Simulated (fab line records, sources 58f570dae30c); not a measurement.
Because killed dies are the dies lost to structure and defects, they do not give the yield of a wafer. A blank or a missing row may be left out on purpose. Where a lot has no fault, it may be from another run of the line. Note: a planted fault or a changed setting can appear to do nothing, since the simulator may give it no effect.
The tool behind it: which one?    flow berkeleyCmos170    Sampling: 14 lots, 42 wafers, 6 of 331 route steps

## WHAT THE GAUGES SHOWED, per wafer
UCB170_PWELL_THK_MEAS_06. Usual: PWELL_NITRIDE_THK typically reads 218.9 nm, with standard deviation 2.5.
lot   measured     on            PWELL_NITRIDE_THK (nm)  flag
L238  day 3 07:13  filmMetro-03  219.3 217.8 219.6       
L240  day 3 07:13  filmMetro-04  216.9 217.4 217.2       
L241  day 3 16:44  filmMetro-04  220.2 219.9 222.4       
L243  day 3 23:51  filmMetro-04  218.5 216.3 216.6       
L244  day 4 07:20  filmMetro-04  219.8 218.9 219.3       
L246  day 4 20:13  filmMetro-01  220.1 221.7 223.3       
L247  day 4 20:13  filmMetro-03  225.9 225.4 224.1       
L248  day 5 05:44  filmMetro-01  219.7 217.7 218.6       
L250  day 5 05:44  filmMetro-03  218.7 219.0 220.5       
L251  day 5 09:46  filmMetro-04  216.7 215.7 216.3       
L252  day 5 20:45  filmMetro-04  214.0 217.4 217.5       
L254  day 6 02:49  filmMetro-04  218.6 217.9 218.1       
L260  day 7 12:44  filmMetro-03  184.1 181.9 181.8       OFF
L261  day 7 15:37  filmMetro-04  184.1 185.9 185.2       OFF

UCB170_ACTIVE_THK_MEAS_06. Usual: ACTIVE_NITRIDE_THK typically reads 219.1 nm, with standard deviation 1.7.
lot   measured     on            ACTIVE_NITRIDE_THK (nm)  flag
L238  day 4 09:16  filmMetro-02  219.3 220.1 220.3        
L240  day 4 09:16  filmMetro-01  218.2 217.8 217.5        
L241  day 4 15:52  filmMetro-01  222.0 221.7 219.4        
L243  day 5 00:18  filmMetro-02  221.8 220.0 221.6        
L244  day 5 07:39  filmMetro-03  222.0 223.2 222.1        
L246  day 6 00:52  filmMetro-02  218.5 217.3 219.8        
L247  day 6 00:53  filmMetro-01  215.1 217.6 217.3        
L248  day 6 04:42  filmMetro-03  218.6 216.7 219.2        
L250  day 6 04:45  filmMetro-02  220.6 220.5 221.0        
L251  day 6 07:44  filmMetro-03  218.5 219.2 219.6        
L252  day 7 00:40  filmMetro-02  217.4 215.9 220.3        
L254  day 7 03:50  filmMetro-01  219.5 218.4 219.9        
L260  day 8 11:47  filmMetro-02  218.0 217.5 217.5        
L261  day 8 19:20  filmMetro-01  218.5 218.4 217.7        

UCB170_ACTIVE_OVL_MEAS_14. Usual: ACTIVE_OVL typically reads 1 nm, with standard deviation 4.7.
lot   measured     on          ACTIVE_OVL (nm)  flag
L238  day 4 11:44  overlay-01  -1 6 6           
L240  day 4 11:51  overlay-01  3 1 3            
L241  day 4 17:07  overlay-02  -8 -4 -6         
L243  day 5 01:19  overlay-01  -1 -1 1          
L244  day 5 08:56  overlay-01  7 2 6            
L246  day 6 02:13  overlay-01  2 -3 6           
L247  day 6 02:30  overlay-01  -1 1 0           
L248  day 6 06:34  overlay-01  -3 -4 2          
L250  day 6 06:51  overlay-01  -1 5 0           
L251  day 6 08:49  overlay-02  13 12 6          
L252  day 7 01:52  overlay-01  0 6 -3           
L254  day 7 05:25  overlay-02  0 0 3            
L260  day 8 12:56  overlay-01  -6 -1 0          
L261  day 8 21:48  overlay-02  1 4 -4           

## WHICH TOOL RAN EACH LOT (tool, then ch and the chambers of the sampled wafers, then the start)
lot   UCB170_PWELL_CVD_05         UCB170_PWELL_ETCH_14              UCB170_PWELL_STRIP_16
L238  lpcvd-01 ch 0, day 3 05:17  rieDiel-02 ch 1,3, day 3 08:40    plasmaAsher-03 ch 0,1, day 3 08:55
L240  lpcvd-01 ch 0, day 3 05:17  rieDiel-01 ch 0,3, day 3 08:57    plasmaAsher-01 ch 0,1, day 3 09:12
L241  lpcvd-01 ch 1, day 3 14:49  rieDiel-03 ch 0,2,3, day 3 18:11  plasmaAsher-01 ch 0,1, day 3 18:26
L243  lpcvd-01 ch 1, day 3 21:56  rieDiel-01 ch 2,3, day 4 01:09    plasmaAsher-01 ch 0,1, day 4 01:24
L244  lpcvd-01 ch 1, day 4 04:28  rieDiel-03 ch 0,1,2, day 4 09:50  plasmaAsher-03 ch 0,1, day 4 10:05
L246  lpcvd-02 ch 1, day 4 18:18  rieDiel-02 ch 1,2,3, day 4 21:44  plasmaAsher-03 ch 0,1, day 4 21:59
L247  lpcvd-02 ch 0, day 4 18:18  rieDiel-01 ch 1,2, day 4 21:38    plasmaAsher-01 ch 0,1, day 4 21:53
L248  lpcvd-02 ch 1, day 5 03:49  rieDiel-01 ch 1,2, day 5 06:47    plasmaAsher-04 ch 0,1, day 5 07:02
L250  lpcvd-02 ch 1, day 5 03:49  rieDiel-02 ch 0,3, day 5 06:54    plasmaAsher-01 ch 0,1, day 5 07:09
L251  lpcvd-01 ch 0, day 5 07:51  rieDiel-02 ch 0,3, day 5 10:56    plasmaAsher-04 ch 0,1, day 5 11:11
L252  lpcvd-02 ch 1, day 5 18:50  rieDiel-02 ch 0,1,3, day 5 22:10  plasmaAsher-01 ch 1, day 5 22:25
L254  lpcvd-01 ch 0, day 6 00:52  rieDiel-02 ch 0,1,2, day 6 05:02  plasmaAsher-04 ch 0,1, day 6 05:19
L260  lpcvd-02 ch 0, day 7 09:52  rieDiel-03 ch 0,2,3, day 7 14:01  plasmaAsher-01 ch 0,1, day 7 14:16
L261  lpcvd-02 ch 0, day 7 12:44  rieDiel-02 ch 1,2, day 7 16:53    plasmaAsher-03 ch 0,1, day 7 17:08
- UCB170_PWELL_CVD_05: deposits Si3N4 from SiH2Cl2/NH3, target thk 220 nm, time 3300 s.
- UCB170_PWELL_ETCH_14: etches Si3N4 in CH3F/Ar/O2, stops on SiO2, target depth 242 nm, time 151 s.
- UCB170_PWELL_STRIP_16: strips in O2.

## AS READ BY THE TOOLS THEMSELVES (means over the sampled wafers that have a number; for cases with no such wafer, the mark the record gives instead)
UCB170_PWELL_CVD_05. Usual: sih2cl2FlowSccm 24.99 sccm, standard deviation 0.07; spikeTcCentreC 802.1 C, standard deviation 1.2; spikeTcLoadC 824.4 C, standard deviation 1.7; spikeTcSourceC 822.9 C, standard deviation 1.2; susceptorTempC 800.0 C, standard deviation 0.35; zonePowerSourcePct 20.6 %, standard deviation 1.8.
lot   tool      sih2cl2FlowSccm (sccm)  spikeTcCentreC (C)  spikeTcLoadC (C)  spikeTcSourceC (C)  susceptorTempC (C)  zonePowerSourcePct (%)  flag
L238  lpcvd-01  25.05                   803.2               824.5             823.4               799.8               20.5                    
L240  lpcvd-01  25.00                   802.6               824.1             822.7               800.1               20.4                    
L241  lpcvd-01  25.04                   802.0               824.0             824.9               800.1               19.2                    
L243  lpcvd-01  24.97                   803.1               822.9             823.1               799.9               19.0                    
L244  lpcvd-01  24.98                   802.4               822.8             823.4               800.0               18.9                    
L246  lpcvd-02  25.01                   800.8               823.5             822.2               800.1               20.7                    
L247  lpcvd-02  24.98                   801.8               827.9             822.1               799.9               25.1                    
L248  lpcvd-02  25.06                   801.9               825.3             822.3               800.1               20.7                    
L250  lpcvd-02  24.88                   801.3               823.4             821.5               800.3               20.5                    
L251  lpcvd-01  25.02                   803.2               825.1             823.5               800.0               20.4                    
L252  lpcvd-02  25.08                   801.1               823.8             823.1               799.6               20.6                    
L254  lpcvd-01  24.96                   803.5               824.4             822.3               799.7               20.6                    
L260  lpcvd-02  25.03                   803.2               828.3             821.8               -                   25.0                    OFF
L261  lpcvd-02  25.02                   801.8               827.4             821.6               -                   24.8                    OFF

UCB170_PWELL_ETCH_14. Usual: drypumpMotorCurrentA 5.7 A, standard deviation 0.46; oesProductAu 0.945 a.u., standard deviation 0.015; rfFwdPowerW 447.7 W, standard deviation 1.4; throttleValvePct 8.11 %, standard deviation 0.1.
lot   tool        drypumpMotorCurrentA (A)  oesProductAu (a.u.)  rfFwdPowerW (W)  throttleValvePct (%)  flag
L238  rieDiel-02  5.4                       0.945                447.9            8.00                  
L240  rieDiel-01  5.2                       0.933                447.4            8.19                  
L241  rieDiel-03  5.6                       0.944                447.7            8.01                  
L243  rieDiel-01  5.8                       0.914                449.0            8.27                  
L244  rieDiel-03  5.8                       0.951                447.5            8.08                  
L246  rieDiel-02  5.5                       0.949                447.5            8.12                  
L247  rieDiel-01  6.3                       0.952                447.8            8.17                  
L248  rieDiel-01  6.1                       0.942                447.9            8.17                  
L250  rieDiel-02  5.9                       0.956                445.9            8.12                  
L251  rieDiel-02  5.9                       0.959                446.6            8.11                  
L252  rieDiel-02  5.7                       0.948                446.7            8.06                  
L254  rieDiel-02  5.6                       0.945                448.4            8.13                  
L260  rieDiel-03  5.6                       0.850                447.8            8.00                  OFF
L261  rieDiel-02  5.3                       0.855                449.0            8.17                  OFF

UCB170_PWELL_STRIP_16. Usual: drypumpMotorCurrentA 5.83 A, standard deviation 0.25; oesProductAu 0.721 a.u., standard deviation 0.0046; stripTimeToEndpointS 18.13 s, standard deviation 0.11.
lot   tool            drypumpMotorCurrentA (A)  oesProductAu (a.u.)  stripTimeToEndpointS (s)  flag
L238  plasmaAsher-03  5.91                      0.722                18.15                     
L240  plasmaAsher-01  5.58                      0.717                18.13                     
L241  plasmaAsher-01  5.58                      0.726                18.25                     
L243  plasmaAsher-01  5.54                      0.724                18.26                     
L244  plasmaAsher-03  5.82                      0.720                18.11                     
L246  plasmaAsher-03  5.89                      0.726                18.05                     
L247  plasmaAsher-01  5.56                      0.717                18.28                     
L248  plasmaAsher-04  6.08                      0.718                18.17                     
L250  plasmaAsher-01  5.54                      0.720                18.07                     
L251  plasmaAsher-04  5.94                      0.725                18.08                     
L252  plasmaAsher-01  5.61                      0.722                18.04                     
L254  plasmaAsher-04  6.10                      0.720                18.00                     
L260  plasmaAsher-01  5.54                      0.724                18.20                     
L261  plasmaAsher-03  5.82                      0.726                18.16                     

## THE ANSWER, worked out from the rows above alone
Rule: a lot is off if the mean of its wafers that have a number lies more than 3 standard deviations from the usual mean. A lot without any number at a reading at which 4 lots or more have one is off too. All remaining lots with rows at the step are treated as sound. The gauges are gone through in route order, then the tools' own readings, and for those a lot's mean is taken as printed above. At the first step where some lot is off, the reading lying furthest off is the one used; lots without a number count as furthest.
Off: L260, L261, at UCB170_PWELL_THK_MEAS_06 (PWELL_NITRIDE_THK).
If a tool, at a process step before that reading, ran all the lots that are off and no sound lot after the first of them, it fits. The gauges at UCB170_PWELL_THK_MEAS_06 aren't tried: what is off there is off at UCB170_PWELL_CVD_05 too, on other tools, and a gauge's error can't cause that. One fits: lpcvd-02 at UCB170_PWELL_CVD_05. A fault onset in the window from L252 (day 5 18:50, its last sound lot) to L260 (day 7 09:52, its first lot off) fits.
Blank at UCB170_PWELL_CVD_05 on the lots that are off, where sound lots have numbers: susceptorTempC.

## WHAT THE SIMULATOR HAD PUT IN
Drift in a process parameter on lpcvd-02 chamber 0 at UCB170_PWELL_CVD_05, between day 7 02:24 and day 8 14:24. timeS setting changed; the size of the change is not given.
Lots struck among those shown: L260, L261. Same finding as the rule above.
